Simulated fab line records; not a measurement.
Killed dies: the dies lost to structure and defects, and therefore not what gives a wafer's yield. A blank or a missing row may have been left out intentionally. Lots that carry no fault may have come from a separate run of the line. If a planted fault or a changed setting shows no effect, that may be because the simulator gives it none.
The same fault as seen by 2 desks | flow rit_cmos | each desk holds nothing but its own numbers, with what lay behind them at the end

AT THE TOOL OWNER'S DESK: implanter-04
The tool's own readings at RIT_PWELL_IMPLANT_08, given as means over the sampled wafers that have a number, one for each lot that went through this tool. A lot is out of limits, marked OUT, if its mean lies more than 4 standard deviations from the usual mean; the brackets give that distance.
Columns: A = dose_ions_cm2 at RIT_PWELL_IMPLANT_08, usual 7.001e+13; B = end_station_pressure_torr at RIT_PWELL_IMPLANT_08, usual 5.18e-06 Torr; C = faraday_current_uA at RIT_PWELL_IMPLANT_08, usual 221
lot  | first seen here | A                           | B        | C
L970 | day 3 09:14     | 6.995e+13                   | 4.97e-06 | 221
L972 | day 3 21:07     | 6.996e+13                   | 4.86e-06 | 217
L973 | day 4 00:19     | 1.120e+14 (+99 or more) OUT | 5.48e-06 | 348 (+33) OUT
L974 | day 4 06:32     | 1.120e+14 (+99 or more) OUT | 5.47e-06 | 353 (+34) OUT
This desk finds L973, L974 out of limits, L973 being first, at day 4 00:19 (dose_ions_cm2 at RIT_PWELL_IMPLANT_08). Within limits: L970, L972.

AT THE METROLOGY DESK
What the gauges read, lot by lot, whatever tool the lot ran on: means of the sampled wafers that have a number. A lot is out of limits, marked OUT, if its mean lies more than 4 standard deviations from the usual mean; the brackets give that distance.
Columns: A = FIELD_OXIDE_LEFT_1_THK at RIT_FOX2_THK_MEAS_90, usual 323 nm; B = PWELL_TW at RIT_PWELL_TW_MEAS_10, usual 956; C = PWELL_RS at RIT_WELLDRIVE_RS_MEAS_02, usual 429.5 ohm/sq; D = GATE_OXIDE_THK at RIT_GATE_THK_MEAS_07, usual 3.00 nm; E = GATE_POLY_THK at RIT_GATE_THK_MEAS_09, usual 241.9 nm
lot  | first seen here | A   | B              | C               | D    | E
L963 | day 1 20:20     | 327 | 955            | 429.3           | 3.04 | 243.0
L964 | day 2 01:08     | 335 | 966            | 429.0           | 2.89 | 245.9
L965 | day 2 05:16     | 327 | 947            | 429.6           | 3.04 | 240.7
L966 | day 2 10:58     | 328 | 966            | 428.1           | 2.99 | 240.3
L967 | day 2 15:13     | 327 | 951            | 429.9           | 3.01 | 241.1
L970 | day 3 06:20     | 321 | 946            | 431.1           | 2.96 | 242.1
L972 | day 3 18:04     | 316 | 960            | 427.6           | 3.00 | 241.6
L973 | day 3 21:31     | 321 | 1119 (+20) OUT | 321.3 (-90) OUT | 2.99 | 242.4
L974 | day 4 03:45     | 315 | 1121 (+20) OUT | 320.4 (-91) OUT | 2.99 | 245.7
L978 | day 4 22:19     | 319 | 959            | 430.9           | 2.98 | 242.2
L982 | day 5 20:03     | 310 | 944            | 430.2           | 2.98 | 242.9
L983 | day 5 23:28     | 328 | 962            | 429.4           | 2.92 | 241.8
L984 | day 6 09:59     | 322 | 948            | 430.8           | 2.98 | 239.7
L986 | day 6 17:29     | 322 | 962            | 428.5           | 3.02 | 240.2
This desk's finding: out of limits on L973, L974; first on L973, day 4 00:37 (PWELL_TW at RIT_PWELL_TW_MEAS_10). Within limits: L963, L964, L965, L966, L967, L970, L972, L978, L982, L983, L984, L986.

PUT TOGETHER
The tool owner's desk had the chance to raise an alarm at day 4 00:19 on L973, L974.
At day 4 00:37 the metrology desk could have sounded an alarm, on L973, L974.
All the named lots went through RIT_PWELL_IMPLANT_08 on implanter-04.

WHAT WAS PUT IN BY THE SIMULATOR
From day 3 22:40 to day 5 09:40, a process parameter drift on implanter-04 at RIT_PWELL_IMPLANT_08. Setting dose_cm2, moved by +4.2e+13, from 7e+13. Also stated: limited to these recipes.
Lots struck among those shown: L973, L974.
Counting hours from when the fault started, the first reading out of limits came at 2 for the tool owner's desk and at 2 for the metrology desk.
